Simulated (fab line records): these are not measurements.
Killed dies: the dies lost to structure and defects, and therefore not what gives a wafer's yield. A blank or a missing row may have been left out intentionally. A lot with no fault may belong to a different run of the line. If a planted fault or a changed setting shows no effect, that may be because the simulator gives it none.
fab line records || flow rit-cmos
[record] {"lots": 6, "wafers": 18, "last-day": 7}
route steps=202 shown NSD@139 PSD@142
lots with no fault: from the same line, run without faults
start-h: start of the lot's first displayed wafer, in hours after the record's first day || wait-h: time in hours since the lot's previous step || " same as the row above || L1.1+2: one row covering several wafers at once || - either no value or no given start || * or withheld: withheld || < > ~ a bound
route shown NAME@n: a module of which the file shows steps, and the number in the route of the first || usual: mean/standard deviation taken from wafers without a fault || same: alike in all rows || chamber/n: place in a boat || sites: per-site readings || _std_site: standard deviation across them || _edge_site: mean of outer sites minus mean of inner sites || radius-mm: how far each site lies from the wafer's centre || mask NAME#n: copy n || behind: the last tool/chamber to shape the wafer || hold: cause of the lot's hold/its duration in hours/its outcome || device: transistor that didn't switch, given as n, p or np || end of line: the tests these same wafers got at the end of their route || where a step has no rows: the recipe by itself || killed: dies lost to structure and defects at the first sort, not the wafer's yield || map: dies across one wafer; x = killed, . = not, _ = none there
set.NAME: setting as actually run; set.NAME@STEP: the setting as run at that earlier step || model.NAME: the simulator's own value behind a step, which no gauge read
a table for each step, a row for each wafer; lots at some steps of the route
services: a tool's chamber out of use, with start hour (start-h, from the record's first day; less than 0 if before it), hours out, and reason
[[steps]]
[step RIT_NSD_IMPLANT_08]
[recipe] {"species": "P", "energy-kev": 25, "dose-cm2": 1e+15, "tilt-deg": 7}
[step RIT_NSD_STRIP_09]
[recipe] {"chemistry": "O2", "time-s": 180, "resist": "NOVOLAK", "platen-temp-c": "withheld", "power-w": 500, "pressure-mtorr": 4000, "o2-flow-sccm": 4000}
[usual] {"chamber-pressure-mTorr": "4000/3.6", "drypump-motor-current-A": "5.7/0.34"}
{"lot.wafer": "L878.1", "tool": "plasma-asher-02", "chamber": 1, "start-h": 53.25, "wait-h": 0.1, "chamber-pressure-mTorr": 4000, "drypump-motor-current-A": 5.5, "rf-hours-counter-h": 40}
{"lot.wafer": "L878.4", "tool": "plasma-asher-02", "chamber": 0, "start-h": 53.25, "wait-h": 0.1, "chamber-pressure-mTorr": 4005, "drypump-motor-current-A": 6.1, "rf-hours-counter-h": "-"}
{"lot.wafer": "L878.6", "tool": "plasma-asher-02", "chamber": 1, "start-h": 53.25, "wait-h": 0.1, "chamber-pressure-mTorr": 4000, "drypump-motor-current-A": 5.5, "rf-hours-counter-h": "-"}
{"lot.wafer": "L880.1", "tool": "plasma-asher-01", "chamber": 1, "start-h": 61.83, "wait-h": 0.1, "chamber-pressure-mTorr": 3998, "drypump-motor-current-A": 6.2, "rf-hours-counter-h": 43}
{"lot.wafer": "L880.4", "tool": "plasma-asher-01", "chamber": 0, "start-h": 61.83, "wait-h": 0.1, "chamber-pressure-mTorr": 4002, "drypump-motor-current-A": 5.5, "rf-hours-counter-h": "-"}
{"lot.wafer": "L880.6", "tool": "plasma-asher-01", "chamber": 1, "start-h": 61.83, "wait-h": 0.1, "chamber-pressure-mTorr": 3996, "drypump-motor-current-A": 6.3, "rf-hours-counter-h": "-"}
{"lot.wafer": "L885.1", "tool": "plasma-asher-02", "chamber": 0, "start-h": 87.96, "wait-h": 0.1, "chamber-pressure-mTorr": 4002, "drypump-motor-current-A": 6.1, "rf-hours-counter-h": 43}
{"lot.wafer": "L885.3", "tool": "plasma-asher-02", "chamber": 1, "start-h": 87.96, "wait-h": 0.1, "chamber-pressure-mTorr": 4002, "drypump-motor-current-A": 5.5, "rf-hours-counter-h": "-"}
{"lot.wafer": "L885.4", "tool": "plasma-asher-02", "chamber": 0, "start-h": 87.96, "wait-h": 0.1, "chamber-pressure-mTorr": 4006, "drypump-motor-current-A": 6.1, "rf-hours-counter-h": "-"}
{"lot.wafer": "L886.2", "tool": "plasma-asher-02", "chamber": 1, "start-h": 93.11, "wait-h": 0.1, "chamber-pressure-mTorr": 3994, "drypump-motor-current-A": 5.5, "rf-hours-counter-h": 44}
{"lot.wafer": "L886.3", "tool": "plasma-asher-02", "chamber": 1, "start-h": 93.11, "wait-h": 0.1, "chamber-pressure-mTorr": 3995, "drypump-motor-current-A": 5.5, "rf-hours-counter-h": "-"}
{"lot.wafer": "L886.6", "tool": "plasma-asher-02", "chamber": 0, "start-h": 93.11, "wait-h": 0.1, "chamber-pressure-mTorr": 4002, "drypump-motor-current-A": 6.1, "rf-hours-counter-h": "-"}
{"lot.wafer": "L888.1", "tool": "plasma-asher-02", "chamber": 1, "start-h": 102.28, "wait-h": 0.1, "chamber-pressure-mTorr": 3996, "drypump-motor-current-A": 5.5, "rf-hours-counter-h": 45}
{"lot.wafer": "L888.2", "tool": "plasma-asher-02", "chamber": 0, "start-h": 102.28, "wait-h": 0.1, "chamber-pressure-mTorr": 4000, "drypump-motor-current-A": 6.1, "rf-hours-counter-h": 45}
{"lot.wafer": "L888.4", "tool": "plasma-asher-02", "chamber": 0, "start-h": 102.28, "wait-h": 0.1, "chamber-pressure-mTorr": 3994, "drypump-motor-current-A": 6.1, "rf-hours-counter-h": "-"}
{"lot.wafer": "L898.1", "tool": "plasma-asher-02", "chamber": 1, "start-h": 151.55, "wait-h": 0.1, "chamber-pressure-mTorr": 4001, "drypump-motor-current-A": 5.5, "rf-hours-counter-h": 50}
{"lot.wafer": "L898.5", "tool": "plasma-asher-02", "chamber": 1, "start-h": 151.55, "wait-h": 0.1, "chamber-pressure-mTorr": 4002, "drypump-motor-current-A": 5.5, "rf-hours-counter-h": "-"}
{"lot.wafer": "L898.6", "tool": "plasma-asher-02", "chamber": 0, "start-h": 151.55, "wait-h": 0.1, "chamber-pressure-mTorr": 4000, "drypump-motor-current-A": 6.1, "rf-hours-counter-h": "-"}
[step RIT_NSD_TW_MEAS_10]
[usual] {"NSD_TW": "3118/17"}
{"lot.wafer": "L878.1", "tool": "film-metro-03", "chamber": "-", "start-h": 53.43, "wait-h": 0.1, "NSD_TW": 3097}
{"lot.wafer": "L878.4", "tool": "film-metro-03", "chamber": "-", "start-h": 53.43, "wait-h": 0.1, "NSD_TW": 3086}
{"lot.wafer": "L878.6", "tool": "film-metro-03", "chamber": "-", "start-h": 53.43, "wait-h": 0.1, "NSD_TW": 3095}
{"lot.wafer": "L880.1", "tool": "film-metro-03", "chamber": "-", "start-h": 62.01, "wait-h": 0.1, "NSD_TW": 3105}
{"lot.wafer": "L880.4", "tool": "film-metro-03", "chamber": "-", "start-h": 62.01, "wait-h": 0.1, "NSD_TW": 3100}
{"lot.wafer": "L880.6", "tool": "film-metro-03", "chamber": "-", "start-h": 62.01, "wait-h": 0.1, "NSD_TW": 3110}
{"lot.wafer": "L885.1", "tool": "film-metro-04", "chamber": "-", "start-h": 88.14, "wait-h": 0.1, "NSD_TW": 3154}
{"lot.wafer": "L885.3", "tool": "film-metro-04", "chamber": "-", "start-h": 88.14, "wait-h": 0.1, "NSD_TW": 3139}
{"lot.wafer": "L885.4", "tool": "film-metro-04", "chamber": "-", "start-h": 88.14, "wait-h": 0.1, "NSD_TW": 3120}
{"lot.wafer": "L886.2", "tool": "film-metro-03", "chamber": "-", "start-h": 93.30, "wait-h": 0.1, "NSD_TW": 3113}
{"lot.wafer": "L886.3", "tool": "film-metro-03", "chamber": "-", "start-h": 93.30, "wait-h": 0.1, "NSD_TW": 3099}
{"lot.wafer": "L886.6", "tool": "film-metro-03", "chamber": "-", "start-h": 93.30, "wait-h": 0.1, "NSD_TW": 3101}
{"lot.wafer": "L888.1", "tool": "film-metro-04", "chamber": "-", "start-h": 102.45, "wait-h": 0.1, "NSD_TW": 3114}
{"lot.wafer": "L888.2", "tool": "film-metro-04", "chamber": "-", "start-h": 102.45, "wait-h": 0.1, "NSD_TW": 3126}
{"lot.wafer": "L888.4", "tool": "film-metro-04", "chamber": "-", "start-h": 102.45, "wait-h": 0.1, "NSD_TW": 3129}
{"lot.wafer": "L898.1", "tool": "film-metro-04", "chamber": "-", "start-h": 151.73, "wait-h": 0.1, "NSD_TW": 3124}
{"lot.wafer": "L898.5", "tool": "film-metro-04", "chamber": "-", "start-h": 151.73, "wait-h": 0.1, "NSD_TW": 3118}
{"lot.wafer": "L898.6", "tool": "film-metro-04", "chamber": "-", "start-h": 151.73, "wait-h": 0.1, "NSD_TW": 3118}
[step RIT_PSD_HMDS_00]
[recipe] {"prime-time-s": 60, "prime-temp-c": 140}
[step RIT_PSD_COAT_01]
[recipe] {"resist": "NOVOLAK", "spin-rpm": 3250, "resist-thk-nm": 1000}
[step RIT_PSD_SOFTBAKE_02]
[recipe] {"resist": "NOVOLAK", "temp-c": 90, "time-s": 60}
[step RIT_PSD_EXPOSE_03]
[recipe] {"mask-id": "M10", "na": 0.57, "target-cd-nm": 40900, "dose-mj": 250}
[step RIT_PSD_PEB_04]
[recipe] {"resist": "NOVOLAK", "temp-c": "withheld", "time-s": "withheld"}
[step RIT_PSD_DEVELOP_05]
[recipe] {"resist": "NOVOLAK", "develop-time-s": 50, "dev-temp-c": 23}
[step RIT_PSD_OVL_MEAS_06]
[usual] {"PSD_OVL": "-0.3/1.2"}
{"lot.wafer": "L878.1", "tool": "overlay-02", "chamber": "-", "start-h": 54.34, "wait-h": "-", "PSD_OVL[nm]": -1.0}
{"lot.wafer": "L878.4", "tool": "overlay-02", "chamber": "-", "start-h": 54.34, "wait-h": "-", "PSD_OVL[nm]": -1.5}
{"lot.wafer": "L878.6", "tool": "overlay-02", "chamber": "-", "start-h": 54.34, "wait-h": "-", "PSD_OVL[nm]": 0.2}
{"lot.wafer": "L880.1", "tool": "overlay-02", "chamber": "-", "start-h": 62.93, "wait-h": "-", "PSD_OVL[nm]": -2.3}
{"lot.wafer": "L880.4", "tool": "overlay-02", "chamber": "-", "start-h": 62.93, "wait-h": "-", "PSD_OVL[nm]": -1.0}
{"lot.wafer": "L880.6", "tool": "overlay-02", "chamber": "-", "start-h": 62.93, "wait-h": "-", "PSD_OVL[nm]": -0.5}
{"lot.wafer": "L885.1", "tool": "overlay-02", "chamber": "-", "start-h": 89.05, "wait-h": "-", "PSD_OVL[nm]": -0.1}
{"lot.wafer": "L885.3", "tool": "overlay-02", "chamber": "-", "start-h": 89.05, "wait-h": "-", "PSD_OVL[nm]": -2.2}
{"lot.wafer": "L885.4", "tool": "overlay-02", "chamber": "-", "start-h": 89.05, "wait-h": "-", "PSD_OVL[nm]": -0.8}
{"lot.wafer": "L886.2", "tool": "overlay-01", "chamber": "-", "start-h": 94.33, "wait-h": "-", "PSD_OVL[nm]": 0.1}
{"lot.wafer": "L886.3", "tool": "overlay-01", "chamber": "-", "start-h": 94.33, "wait-h": "-", "PSD_OVL[nm]": 0.5}
{"lot.wafer": "L886.6", "tool": "overlay-01", "chamber": "-", "start-h": 94.33, "wait-h": "-", "PSD_OVL[nm]": -0.5}
{"lot.wafer": "L888.1", "tool": "overlay-02", "chamber": "-", "start-h": 103.36, "wait-h": "-", "PSD_OVL[nm]": 0.5}
{"lot.wafer": "L888.2", "tool": "overlay-02", "chamber": "-", "start-h": 103.36, "wait-h": "-", "PSD_OVL[nm]": -0.2}
{"lot.wafer": "L888.4", "tool": "overlay-02", "chamber": "-", "start-h": 103.36, "wait-h": "-", "PSD_OVL[nm]": -0.8}
{"lot.wafer": "L898.1", "tool": "overlay-02", "chamber": "-", "start-h": 152.76, "wait-h": "-", "PSD_OVL[nm]": -0.8}
{"lot.wafer": "L898.5", "tool": "overlay-02", "chamber": "-", "start-h": 152.76, "wait-h": "-", "PSD_OVL[nm]": -0.6}
{"lot.wafer": "L898.6", "tool": "overlay-02", "chamber": "-", "start-h": 152.76, "wait-h": "-", "PSD_OVL[nm]": -0.7}
[step RIT_PSD_HARDBAKE_07]
[recipe] {"resist": "NOVOLAK", "temp-c": 140, "time-s": 60}
[step RIT_PSD_IMPLANT_08]
[recipe] {"species": "BF2", "energy-kev": 27, "dose-cm2": 5e+15, "tilt-deg": 7}
[step RIT_PSD_STRIP_09]
[recipe] {"chemistry": "O2", "time-s": 180, "resist": "NOVOLAK", "platen-temp-c": "withheld", "power-w": 500, "pressure-mtorr": 4000, "o2-flow-sccm": 4000}
[usual] {"chamber-pressure-mTorr": "4000/3.9", "drypump-motor-current-A": "5.7/0.4"}
{"lot.wafer": "L878.1", "tool": "plasma-asher-01", "chamber": 1, "start-h": 54.67, "wait-h": 0.1, "chamber-pressure-mTorr": 4001, "drypump-motor-current-A": 6.2, "rf-hours-counter-h": 42, "model.NOVOLAK_of_PSD_COAT_01.thk-nm": 0}
{"lot.wafer": "L878.4", "tool": "plasma-asher-01", "chamber": 0, "start-h": 54.67, "wait-h": 0.1, "chamber-pressure-mTorr": 4004, "drypump-motor-current-A": 5.5, "rf-hours-counter-h": "-", "model.NOVOLAK_of_PSD_COAT_01.thk-nm": 0}
{"lot.wafer": "L878.6", "tool": "plasma-asher-01", "chamber": 1, "start-h": 54.67, "wait-h": 0.1, "chamber-pressure-mTorr": 3998, "drypump-motor-current-A": 6.2, "rf-hours-counter-h": "-", "model.NOVOLAK_of_PSD_COAT_01.thk-nm": 0}
{"lot.wafer": "L880.1", "tool": "plasma-asher-03", "chamber": 1, "start-h": 63.27, "wait-h": 0.1, "chamber-pressure-mTorr": 4005, "drypump-motor-current-A": 5.1, "rf-hours-counter-h": 44, "model.NOVOLAK_of_PSD_COAT_01.thk-nm": 0}
{"lot.wafer": "L880.4", "tool": "plasma-asher-03", "chamber": 1, "start-h": 63.27, "wait-h": 0.1, "chamber-pressure-mTorr": 4001, "drypump-motor-current-A": 5.1, "rf-hours-counter-h": "-", "model.NOVOLAK_of_PSD_COAT_01.thk-nm": 0}
{"lot.wafer": "L880.6", "tool": "plasma-asher-03", "chamber": 0, "start-h": 63.27, "wait-h": 0.1, "chamber-pressure-mTorr": 4002, "drypump-motor-current-A": 5.3, "rf-hours-counter-h": "-", "model.NOVOLAK_of_PSD_COAT_01.thk-nm": 0}
{"lot.wafer": "L885.1", "tool": "plasma-asher-01", "chamber": 0, "start-h": 89.38, "wait-h": 0.1, "chamber-pressure-mTorr": "-", "drypump-motor-current-A": "-", "rf-hours-counter-h": "-", "model.NOVOLAK_of_PSD_COAT_01.thk-nm": 888.6}
{"lot.wafer": "L885.3", "tool": "plasma-asher-01", "chamber": 1, "start-h": 89.38, "wait-h": 0.1, "chamber-pressure-mTorr": "-", "drypump-motor-current-A": "-", "rf-hours-counter-h": "-", "model.NOVOLAK_of_PSD_COAT_01.thk-nm": 886.7}
{"lot.wafer": "L885.4", "tool": "plasma-asher-01", "chamber": 0, "start-h": 89.38, "wait-h": 0.1, "chamber-pressure-mTorr": "-", "drypump-motor-current-A": "-", "rf-hours-counter-h": "-", "model.NOVOLAK_of_PSD_COAT_01.thk-nm": 887.2}
{"lot.wafer": "L886.2", "tool": "plasma-asher-01", "chamber": 0, "start-h": 94.66, "wait-h": 0.1, "chamber-pressure-mTorr": "-", "drypump-motor-current-A": "-", "rf-hours-counter-h": "-", "model.NOVOLAK_of_PSD_COAT_01.thk-nm": 879.2}
{"lot.wafer": "L886.3", "tool": "plasma-asher-01", "chamber": 0, "start-h": 94.66, "wait-h": 0.1, "chamber-pressure-mTorr": "-", "drypump-motor-current-A": "-", "rf-hours-counter-h": "-", "model.NOVOLAK_of_PSD_COAT_01.thk-nm": 880.4}
{"lot.wafer": "L886.6", "tool": "plasma-asher-01", "chamber": 1, "start-h": 94.66, "wait-h": 0.1, "chamber-pressure-mTorr": "-", "drypump-motor-current-A": "-", "rf-hours-counter-h": "-", "model.NOVOLAK_of_PSD_COAT_01.thk-nm": 881.1}
{"lot.wafer": "L888.1", "tool": "plasma-asher-02", "chamber": 0, "start-h": 103.70, "wait-h": 0.1, "chamber-pressure-mTorr": 3998, "drypump-motor-current-A": 6.1, "rf-hours-counter-h": 45, "model.NOVOLAK_of_PSD_COAT_01.thk-nm": 0}
{"lot.wafer": "L888.2", "tool": "plasma-asher-02", "chamber": 1, "start-h": 103.70, "wait-h": 0.1, "chamber-pressure-mTorr": 3999, "drypump-motor-current-A": 5.5, "rf-hours-counter-h": 45, "model.NOVOLAK_of_PSD_COAT_01.thk-nm": 0}
{"lot.wafer": "L888.4", "tool": "plasma-asher-02", "chamber": 1, "start-h": 103.70, "wait-h": 0.1, "chamber-pressure-mTorr": 4002, "drypump-motor-current-A": 5.5, "rf-hours-counter-h": "-", "model.NOVOLAK_of_PSD_COAT_01.thk-nm": 0}
{"lot.wafer": "L898.1", "tool": "plasma-asher-03", "chamber": 1, "start-h": 153.10, "wait-h": 0.1, "chamber-pressure-mTorr": 3996, "drypump-motor-current-A": 5.1, "rf-hours-counter-h": 53, "model.NOVOLAK_of_PSD_COAT_01.thk-nm": 0}
{"lot.wafer": "L898.5", "tool": "plasma-asher-03", "chamber": 1, "start-h": 153.10, "wait-h": 0.1, "chamber-pressure-mTorr": 4008, "drypump-motor-current-A": 5.1, "rf-hours-counter-h": "-", "model.NOVOLAK_of_PSD_COAT_01.thk-nm": 0}
{"lot.wafer": "L898.6", "tool": "plasma-asher-03", "chamber": 0, "start-h": 153.10, "wait-h": 0.1, "chamber-pressure-mTorr": 4003, "drypump-motor-current-A": 5.4, "rf-hours-counter-h": "-", "model.NOVOLAK_of_PSD_COAT_01.thk-nm": 0}
[step RIT_PSD_TW_MEAS_10]
[usual] {"PSD_TW": "3429/20"}
{"lot.wafer": "L878.1", "tool": "film-metro-04", "chamber": "-", "start-h": 54.85, "wait-h": 0.1, "PSD_TW": 3464}
{"lot.wafer": "L878.4", "tool": "film-metro-04", "chamber": "-", "start-h": 54.85, "wait-h": 0.1, "PSD_TW": 3460}
{"lot.wafer": "L878.6", "tool": "film-metro-04", "chamber": "-", "start-h": 54.85, "wait-h": 0.1, "PSD_TW": 3442}
{"lot.wafer": "L880.1", "tool": "film-metro-04", "chamber": "-", "start-h": 63.44, "wait-h": 0.1, "PSD_TW": 3430}
{"lot.wafer": "L880.4", "tool": "film-metro-04", "chamber": "-", "start-h": 63.44, "wait-h": 0.1, "PSD_TW": 3421}
{"lot.wafer": "L880.6", "tool": "film-metro-04", "chamber": "-", "start-h": 63.44, "wait-h": 0.1, "PSD_TW": 3435}
{"lot.wafer": "L885.1", "tool": "film-metro-04", "chamber": "-", "start-h": 89.56, "wait-h": 0.1, "PSD_TW": 3425}
{"lot.wafer": "L885.3", "tool": "film-metro-04", "chamber": "-", "start-h": 89.56, "wait-h": 0.1, "PSD_TW": 3437}
{"lot.wafer": "L885.4", "tool": "film-metro-04", "chamber": "-", "start-h": 89.56, "wait-h": 0.1, "PSD_TW": 3435}
{"lot.wafer": "L886.2", "tool": "film-metro-04", "chamber": "-", "start-h": 94.84, "wait-h": 0.1, "PSD_TW": 3414}
{"lot.wafer": "L886.3", "tool": "film-metro-04", "chamber": "-", "start-h": 94.84, "wait-h": 0.1, "PSD_TW": 3410}
{"lot.wafer": "L886.6", "tool": "film-metro-04", "chamber": "-", "start-h": 94.84, "wait-h": 0.1, "PSD_TW": 3444}
{"lot.wafer": "L888.1", "tool": "film-metro-01", "chamber": "-", "start-h": 103.87, "wait-h": 0.1, "PSD_TW": 3428}
{"lot.wafer": "L888.2", "tool": "film-metro-01", "chamber": "-", "start-h": 103.87, "wait-h": 0.1, "PSD_TW": 3438}
{"lot.wafer": "L888.4", "tool": "film-metro-01", "chamber": "-", "start-h": 103.87, "wait-h": 0.1, "PSD_TW": 3447}
{"lot.wafer": "L898.1", "tool": "film-metro-01", "chamber": "-", "start-h": 153.27, "wait-h": 0.1, "PSD_TW": 3434}
{"lot.wafer": "L898.5", "tool": "film-metro-01", "chamber": "-", "start-h": 153.27, "wait-h": 0.1, "PSD_TW": 3424}
{"lot.wafer": "L898.6", "tool": "film-metro-01", "chamber": "-", "start-h": 153.27, "wait-h": 0.1, "PSD_TW": 3408}
[[services]]
{"tool": "plasma-asher-01", "chamber": "-", "start-h": 48.14, "hours": 0.6, "kind": "repair"}
{"tool": "plasma-asher-01", "chamber": "-", "start-h": 108.75, "hours": 9.0, "kind": "pm"}
{"tool": "plasma-asher-01", "chamber": 0, "start-h": 108.75, "hours": 9.0, "kind": "vent-cycle"}
{"tool": "plasma-asher-01", "chamber": 1, "start-h": 108.75, "hours": 9.0, "kind": "vent-cycle"}
{"tool": "plasma-asher-01", "chamber": "-", "start-h": 111.80, "hours": 4.2, "kind": "repair"}
{"tool": "plasma-asher-01", "chamber": 0, "start-h": 117.75, "hours": "-", "kind": "clean"}
{"tool": "plasma-asher-01", "chamber": 1, "start-h": 117.75, "hours": "-", "kind": "clean"}
[[key]]
[first-sign] {"step": "RIT_PSD_STRIP_09", "reading": "tool-record", "direction": "missing"}
effect none on later readings
[model-effect] {"step": "RIT_PSD_STRIP_09", "value": "NOVOLAK_of_PSD_COAT_01.thk-nm", "without": 0, "struck": 883.9}
met-at RIT_PSD_STRIP_09
struck-wafers L885.1,L885.3,L885.4,L886.2,L886.3,L886.6
later-rows-left-out L885.1,L885.3,L885.4,L886.2,L886.3,L886.6
sort-left-out L885.1,L885.3,L885.4,L886.2,L886.3,L886.6
tester-left-out L885,L886
onset-between 54.67 89.38
[fault] {"kind": "skipped-step-whole", "tool": "plasma-asher-01", "chamber": "-", "onset-h": 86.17, "steps": "RIT_PSD_STRIP_09", "scope": "struck-lots-only"}
// tester-left-out: of these lots the tester's yield and bins aren't shown, on N5 and GAA mostly nor the transistor test; their killed dies are dies lost to structure and defects alone, not to doping, threshold or leakage, so they don't give the yield
// sort-left-out: the simulated sort isn't trusted on such a fault, so these wafers' sort isn't shown, and their yield isn't known
// later-rows-left-out: the simulator's readings of these wafers behind a module that went badly wrong aren't trusted and aren't shown, but for the sort
